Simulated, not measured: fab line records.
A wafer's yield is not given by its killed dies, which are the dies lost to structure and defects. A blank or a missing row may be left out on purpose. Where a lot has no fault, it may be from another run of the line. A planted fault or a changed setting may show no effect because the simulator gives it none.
Chamber matching + flow berkeley_cmos170 + 3 sister chambers for UCB170_CONTACT_CLEAN_00 on wet_bench-02
The step cleans in SPM, time 600 s. 16 wafers are shown with their chamber, then 8 later ones without.

== WAFERS, EACH WITH ITS CHAMBER ==
| wafer  | chamber | bath_heat_duty_pct (%) | bath_guard_temp_C (C) |
|--------|---------|------------------------|-----------------------|
| L168.3 | 1       | 13.8                   | 119.6                 |
| L168.4 | 1       | 13.8                   | 119.8                 |
| L168.6 | 1       | 12.4                   | 119.5                 |
| L169.3 | 1       | 12.7                   | 119.8                 |
| L169.5 | 1       | 13.4                   | 119.7                 |
| L169.6 | 1       | 13.0                   | 119.9                 |
| L172.1 | 0       | 14.9                   | 120.3                 |
| L172.5 | 0       | 14.5                   | 120.3                 |
| L172.6 | 0       | 15.1                   | 120.7                 |
| L175.1 | 3       | 11.9                   | 119.7                 |
| L175.3 | 3       | 12.7                   | 119.9                 |
| L175.5 | 3       | 12.0                   | 119.6                 |
| L186.1 | 3       | 11.3                   | 119.8                 |
| L186.5 | 3       | 12.9                   | 120.4                 |
| L186.6 | 3       | 11.6                   | 119.8                 |
| L188.1 | 0       | 16.2                   | 120.9                 |

SIGNATURES (means of the wafers above)
| reading            | chamber 0 | chamber 1 | chamber 3 | scatter within a chamber |
|--------------------|-----------|-----------|-----------|--------------------------|
| bath_heat_duty_pct | 15.175    | 13.183    | 12.067    | 0.633                    |
| bath_guard_temp_C  | 120.550   | 119.717   | 119.867   | 0.244                    |
Rule: distance of a wafer from a chamber = root of the sum over the readings of ((wafer's reading minus chamber's mean) / reading's scatter) squared. The wafer belongs to the nearest chamber; if the next one is less than 2 further off, it can't be placed. The scatter: the root of (the sum of the squares of (reading less its chamber's mean) over the shown wafers, divided by (wafers less chambers)).

== WAFERS MISSING THEIR CHAMBER ==
| wafer  | bath_heat_duty_pct (%) | bath_guard_temp_C (C) |
|--------|------------------------|-----------------------|
| L188.3 | 14.8                   | 120.5                 |
| L188.4 | 13.4                   | 121.0                 |
| L189.2 | 14.8                   | 119.9                 |
| L189.4 | 13.3                   | 119.5                 |
| L189.5 | 13.7                   | 119.5                 |
| L191.1 | 12.9                   | 119.6                 |
| L191.2 | 11.8                   | 119.7                 |
| L191.3 | 11.4                   | 119.8                 |

== WHICH CHAMBER EACH ONE RAN IN ==
| wafer  | from the rows above          | in truth |
|--------|------------------------------|----------|
| L188.3 | 0                            | 0        |
| L188.4 | can't be placed: 0 or 3 or 1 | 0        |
| L189.2 | can't be placed: 1 or 0 or 3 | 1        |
| L189.4 | can't be placed: 1 or 3      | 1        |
| L189.5 | can't be placed: 1 or 3      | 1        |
| L191.1 | can't be placed: 1 or 3      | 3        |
| L191.2 | can't be placed: 3 or 1      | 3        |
| L191.3 | can't be placed: 3 or 1      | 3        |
Correct placement for 1 of the 8. Can't be placed from these rows: 7 (the true chamber is among the candidates in 7). Number placed wrongly: 0.
